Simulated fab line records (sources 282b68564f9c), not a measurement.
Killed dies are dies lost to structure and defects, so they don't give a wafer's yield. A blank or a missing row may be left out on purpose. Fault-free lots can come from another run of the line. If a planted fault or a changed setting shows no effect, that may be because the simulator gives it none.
Split-lot study / flow rit cmos / route with 202 steps; 5 lots, 27 wafers read

ON THE SPLIT
At RIT_ACTIVE_ETCH_13 (etches Si3N4 in SF6, stops on SiO2, time 210 s, target depth 210 nm), the setting target depth a was moved away from the recipe's 2100 angstrom on 6 of the 27 wafers read, by +26.0% to +53.1%. For the rest of the wafers, this setting stayed at what the recipe calls for.

Reading taken at the split's own step.

THE READING
oes product au, in a.u., at RIT_ACTIVE_ETCH_13 (etches Si3N4 in SF6, stops on SiO2, time 210 s, target depth 210 nm). A value of 0.822 a.u. with a standard deviation of 0.014 a.u. is what fault-free wafers of this fab line usually give.

wafer=L074.1; tool, chamber at the split=rie diel-04, 1; target depth a as run, angstrom=2100; against the recipe=recipe; oes product au, a.u.=0.811; against lot-mates on the recipe=-
wafer=L074.2; tool, chamber at the split=rie diel-04, 2; target depth a as run, angstrom=3216; against the recipe=+53.1%; oes product au, a.u.=0.648; against lot-mates on the recipe=-0.164
wafer=L074.3; tool, chamber at the split=rie diel-04, 0; target depth a as run, angstrom=3216; against the recipe=+53.1%; oes product au, a.u.=0.664; against lot-mates on the recipe=-0.148
wafer=L074.4; tool, chamber at the split=rie diel-04, 3; target depth a as run, angstrom=3216; against the recipe=+53.1%; oes product au, a.u.=0.677; against lot-mates on the recipe=-0.135
wafer=L074.5; tool, chamber at the split=rie diel-04, 3; target depth a as run, angstrom=2100; against the recipe=recipe; oes product au, a.u.=0.818; against lot-mates on the recipe=-
wafer=L074.6; tool, chamber at the split=rie diel-04, 0; target depth a as run, angstrom=2100; against the recipe=recipe; oes product au, a.u.=0.808; against lot-mates on the recipe=-
wafer=L078.1; tool, chamber at the split=rie diel-01, 1; target depth a as run, angstrom=2100; against the recipe=recipe; oes product au, a.u.=0.825; against lot-mates on the recipe=-
wafer=L078.2; tool, chamber at the split=rie diel-01, 3; target depth a as run, angstrom=2100; against the recipe=recipe; oes product au, a.u.=0.795; against lot-mates on the recipe=-
wafer=L078.3; tool, chamber at the split=rie diel-01, 2; target depth a as run, angstrom=2100; against the recipe=recipe; oes product au, a.u.=0.821; against lot-mates on the recipe=-
wafer=L078.4; tool, chamber at the split=rie diel-01, 2; target depth a as run, angstrom=2100; against the recipe=recipe; oes product au, a.u.=0.815; against lot-mates on the recipe=-
wafer=L078.5; tool, chamber at the split=rie diel-01, 1; target depth a as run, angstrom=2100; against the recipe=recipe; oes product au, a.u.=0.817; against lot-mates on the recipe=-
wafer=L078.6; tool, chamber at the split=rie diel-01, 3; target depth a as run, angstrom=2100; against the recipe=recipe; oes product au, a.u.=0.806; against lot-mates on the recipe=-
wafer=L080.1; tool, chamber at the split=rie diel-04, 3; target depth a as run, angstrom=2100; against the recipe=recipe; oes product au, a.u.=0.826; against lot-mates on the recipe=-
wafer=L080.2; tool, chamber at the split=rie diel-04, 1; target depth a as run, angstrom=2100; against the recipe=recipe; oes product au, a.u.=0.815; against lot-mates on the recipe=-
wafer=L080.3; tool, chamber at the split=rie diel-04, 0; target depth a as run, angstrom=2100; against the recipe=recipe; oes product au, a.u.=0.823; against lot-mates on the recipe=-
wafer=L080.4; tool, chamber at the split=rie diel-04, 2; target depth a as run, angstrom=2100; against the recipe=recipe; oes product au, a.u.=0.801; against lot-mates on the recipe=-
wafer=L080.5; tool, chamber at the split=rie diel-04, 2; target depth a as run, angstrom=2100; against the recipe=recipe; oes product au, a.u.=0.802; against lot-mates on the recipe=-
wafer=L080.6; tool, chamber at the split=rie diel-04, 3; target depth a as run, angstrom=2100; against the recipe=recipe; oes product au, a.u.=0.826; against lot-mates on the recipe=-
wafer=L082.1; tool, chamber at the split=rie diel-04, 1; target depth a as run, angstrom=2645; against the recipe=+26.0%; oes product au, a.u.=0.723; against lot-mates on the recipe=-0.095
wafer=L082.2; tool, chamber at the split=rie diel-04, 3; target depth a as run, angstrom=2100; against the recipe=recipe; oes product au, a.u.=0.819; against lot-mates on the recipe=-
wafer=L082.3; tool, chamber at the split=rie diel-04, 0; target depth a as run, angstrom=2645; against the recipe=+26.0%; oes product au, a.u.=0.733; against lot-mates on the recipe=-0.085
wafer=L082.4; tool, chamber at the split=rie diel-04, 0; target depth a as run, angstrom=2100; against the recipe=recipe; oes product au, a.u.=0.818; against lot-mates on the recipe=-
wafer=L082.5; tool, chamber at the split=rie diel-04, 3; target depth a as run, angstrom=2100; against the recipe=recipe; oes product au, a.u.=0.816; against lot-mates on the recipe=-
wafer=L082.6; tool, chamber at the split=rie diel-04, 1; target depth a as run, angstrom=2645; against the recipe=+26.0%; oes product au, a.u.=0.720; against lot-mates on the recipe=-0.098
wafer=L083.1; tool, chamber at the split=rie diel-01, 1; target depth a as run, angstrom=2100; against the recipe=recipe; oes product au, a.u.=0.839; against lot-mates on the recipe=-
wafer=L083.3; tool, chamber at the split=rie diel-01, 0; target depth a as run, angstrom=2100; against the recipe=recipe; oes product au, a.u.=0.806; against lot-mates on the recipe=-
wafer=L083.6; tool, chamber at the split=rie diel-01, 0; target depth a as run, angstrom=2100; against the recipe=recipe; oes product au, a.u.=0.805; against lot-mates on the recipe=-

THE FIT
A straight line over all 27 wafers: oes product au changes by -0.00295 a.u. for each +1% of target depth a; r = -0.98; the points scatter about the line by 0.011 a.u.
The same after taking each lot's own level away (the mean of its wafers on the recipe; 27 wafers): -0.00293 a.u. for each +1%; r = -0.98; scatter 0.012 a.u.
Per that fit: largest target depth a move, reading shift of 0.16 a.u.
The span of the lots' own levels, 0.8123 to 0.8177 a.u., comes to 0.4 times the standard deviation stated above.
The two slopes are in agreement: the lot-to-lot level therefore moves the slope only a little.
Check: with one of the wafers moved furthest among these (+53.1%) left out of the fit, the line predicts -0.154 a.u. for it against its lot-mates. It came out at -0.164 a.u. against them.
Tool readings at the split's step, against how far the setting was moved: oes product au r = -0.98.

THE WHOLE CHAIN: every reading that the file lists as answering this split, in the file's order
step=RIT_ACTIVE_ETCH_13; what it does=etches Si3N4 in SF6, stops on SiO2, time 210 s, target depth 210 nm; reading=oes product au; change (the file's fit)=-0.00295 a.u. for each +1% of the setting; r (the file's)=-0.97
step=RIT_ACTIVE_ETCH_13; what it does=etches Si3N4 in SF6, stops on SiO2, time 210 s, target depth 210 nm; reading=NOVOLAK_of_ACTIVE_COAT_06.thk nm (the simulator's own value, which no gauge read); change (the file's fit)=-2.34 nm for each +1% of the setting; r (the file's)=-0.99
step=RIT_ACTIVE_ETCH_13; what it does=etches Si3N4 in SF6, stops on SiO2, time 210 s, target depth 210 nm; reading=SiO2_of_ACTIVE_OXIDATION_01.thk nm (the simulator's own value, which no gauge read); change (the file's fit)=-0.878 nm for each +1% of the setting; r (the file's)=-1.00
step=RIT_ACTIVE_ETCH_13; what it does=etches Si3N4 in SF6, stops on SiO2, time 210 s, target depth 210 nm; reading=ACTIVE.feature depth nm (the simulator's own value, which no gauge read); change (the file's fit)=+0.908 nm for each +1% of the setting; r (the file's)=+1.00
step=RIT_FOX2_WET_ETCH_03; what it does=etches Si3N4 in H3PO4, target depth 195 nm, time 2700 s; reading=SiO2_of_ACTIVE_OXIDATION_01.thk nm (the simulator's own value, which no gauge read); change (the file's fit)=-0.779 nm for each +1% of the setting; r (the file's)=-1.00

FILE'S OWN FIT
oes product au changes by -0.00295 a.u. for each +1% of target depth a, r = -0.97.
